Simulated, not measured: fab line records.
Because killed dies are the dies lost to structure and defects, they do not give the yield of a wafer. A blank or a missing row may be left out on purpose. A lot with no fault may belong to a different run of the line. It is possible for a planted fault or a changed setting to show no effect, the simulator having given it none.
Comparing a struck lot with a sound one -- flow rit_cmos -- 26 steps out of a route of 202
Sound: these wafers, L715.2, L715.4, L715.5. Struck: wafer L735.3 (left out: L735.5, L735.6 of the same lot, which were not struck); the cause appears at the end.
Per side, at each step with rows, come the tool, then ch with its chambers, and then its first start. Under that, the readings that differ: sound wafers -- struck wafers -- difference of the means -- sigmas: that difference in standard deviations of wafers without a fault.
alike: same words and numbers on both sides, and readings whose means sit less than 2 such deviations apart. not compared: any withheld reading, any reading some wafer has no value for, any bound like >300 that may hide the same value, and any number with overlapping values for which the record gives no deviation.
A row with sigmas, a row that says differs or no value, or rows on one side alone: a step with any of these is where the two part. Numbers that don't overlap but have no deviation are shown without sigmas and don't part them. A reading missing from all wafers of one side parts the sides only when that side holds two or more wafers.

first, 4 steps without rows for these wafers: RIT_CONTACT_SOFTBAKE_04 (time 60 s); RIT_CONTACT_EXPOSE_05 (exposes mask M11, target cd 1000 nm); RIT_CONTACT_PEB_06; RIT_CONTACT_DEVELOP_07 (develop time 120 s).
RIT_CONTACT_CD_MEAS_08: target cd 1000 nm.
  sound on cd_sem-01 at day 3 20:57; struck on cd_sem-02 at day 8 05:03
  alike: cd_nm
RIT_CONTACT_OVL_MEAS_09:
  sound on overlay-01 at day 3 21:04; struck on overlay-02 at day 8 05:08
  alike: CONTACT_OVL
then, 1 step without rows for these wafers: RIT_CONTACT_HARDBAKE_10 (time 60 s).
RIT_CONTACT_ETCH_11: etches SiO2 in CHF3/CF4/Ar, stops on TiSi2, target depth 480 nm, time 320 s.
  sound on rie_diel-02 ch 0,2,3, day 3 21:14; struck on rie_diel-02 ch 3, day 8 05:19
  alike: drypump_motor_current_A, mfc_ar_sccm, oes_product_au, throttle_valve_pct
  not compared: rf_hours_counter_h
RIT_CONTACT_STRIP_12: strips in O2, time 180 s.
  sound on plasma_asher-04 ch 1, day 3 21:26; struck on plasma_asher-04 ch 1, day 8 05:34
  alike: drypump_motor_current_A
  not compared: rf_hours_counter_h
RIT_CONTACT_CD_MEAS_90: target cd 1000 nm.
  sound on cd_sem-01 at day 3 21:38; struck on cd_sem-02 at day 8 05:45
  alike: cd_nm
then, 2 steps without rows for these wafers: RIT_CONTACT_CLEAN_13 (cleans in SC1, time 600 s); RIT_CONTACT_CLEAN_14 (cleans in SC2, time 600 s).
RIT_M1_SPUTTER_00: material Al, target thk 400 nm, time 500 s.
  sound on pvd_sputter-02 at day 3 22:05; struck on pvd_sputter-02 at day 8 06:11
reading,sound,struck,difference,sigmas
model.Al_of_M1_SPUTTER_00.thk_nm (nm),399.6 404.2 402.8,447.5,+45.3,
  alike: throttle_valve_pct
RIT_M1_RS_MEAS_01: the measuring method here is four-point-probe.
  sound on film_metro-02 at day 3 22:23; struck on film_metro-01 at day 8 06:48
reading,sound,struck,difference,sigmas
M1_AL_RS (ohm/sq),0.0733 0.0725 0.0729,0.0656,-0.0073,-11
  not compared: hold
RIT_M1_THK_MEAS_02: measures by xrf.
  sound on film_metro-02 at day 3 22:30; struck on film_metro-01 at day 8 08:56
reading,sound,struck,difference,sigmas
M1_AL_THK (nm),402 406 404,447,+43,+12
  not compared: hold
then, 5 steps without rows for these wafers: RIT_M1_COAT_04 (resist thk 1300 nm); RIT_M1_SOFTBAKE_05 (time 60 s); RIT_M1_EXPOSE_06 (exposes mask M12, target cd 2600 nm); RIT_M1_PEB_07; RIT_M1_DEVELOP_08 (develop time 68 s).
RIT_M1_CD_MEAS_09: target cd 2600 nm.
  sound on cd_sem-02 at day 3 23:27; struck on cd_sem-02 at day 8 13:10
reading,sound,struck,difference,sigmas
cd_nm (nm),2600.3 2599.7 2600.9,2593.7,-6.6,-2
RIT_M1_OVL_MEAS_10:
  sound on overlay-02 at day 3 23:34; struck on overlay-01 at day 8 13:15
  alike: M1_OVL
then, 1 step without rows for these wafers: RIT_M1_HARDBAKE_11 (time 120 s).
RIT_M1_METAL_ETCH_12: etches Al in Cl2/BCl3, stops on SiO2, time 165 s, target depth 600 nm.
  sound on rie_metal-02 ch 0,1, day 3 23:50; struck on rie_metal-01 ch 0, day 8 13:35
reading,sound,struck,difference,sigmas
oes_product_au (a.u.),0.772 0.782 0.782,0.837,+0.058,+5
  alike: drypump_motor_current_A, throttle_valve_pct
  not compared: rf_hours_counter_h
then, 1 step without rows for these wafers: RIT_M1_STRIP_13 (strips in nmp, time 600 s).
RIT_M1_PROBE_99:
  sound on prober-01 at day 4 02:08; struck on prober-01 at day 8 18:04
reading,sound,struck,difference,sigmas
hold,- - -,await_dispo/1.9h/release,no value on the sound wafers,
defect_limited_yield (%),98.9 95.8 98.1,100.0,+2.4,+2
killed_at_front_end,3 11 5,0,-6,-2
sort_bin_5_function (%),0.8 2.7 1.9,0,-2,-2
sort_yield_pct (%),98.9 95.8 98.1,100.0,+2.4,+2
  alike: killed_dies, killed_open, killed_short, sort_bin_3_pad_short, sort_bin_6_memory, sort_n_pass

WHERE THEY PART
At RIT_M1_RS_MEAS_01 first; at RIT_M1_PROBE_99 last (within this record only).

WHY: whatever the simulator had introduced
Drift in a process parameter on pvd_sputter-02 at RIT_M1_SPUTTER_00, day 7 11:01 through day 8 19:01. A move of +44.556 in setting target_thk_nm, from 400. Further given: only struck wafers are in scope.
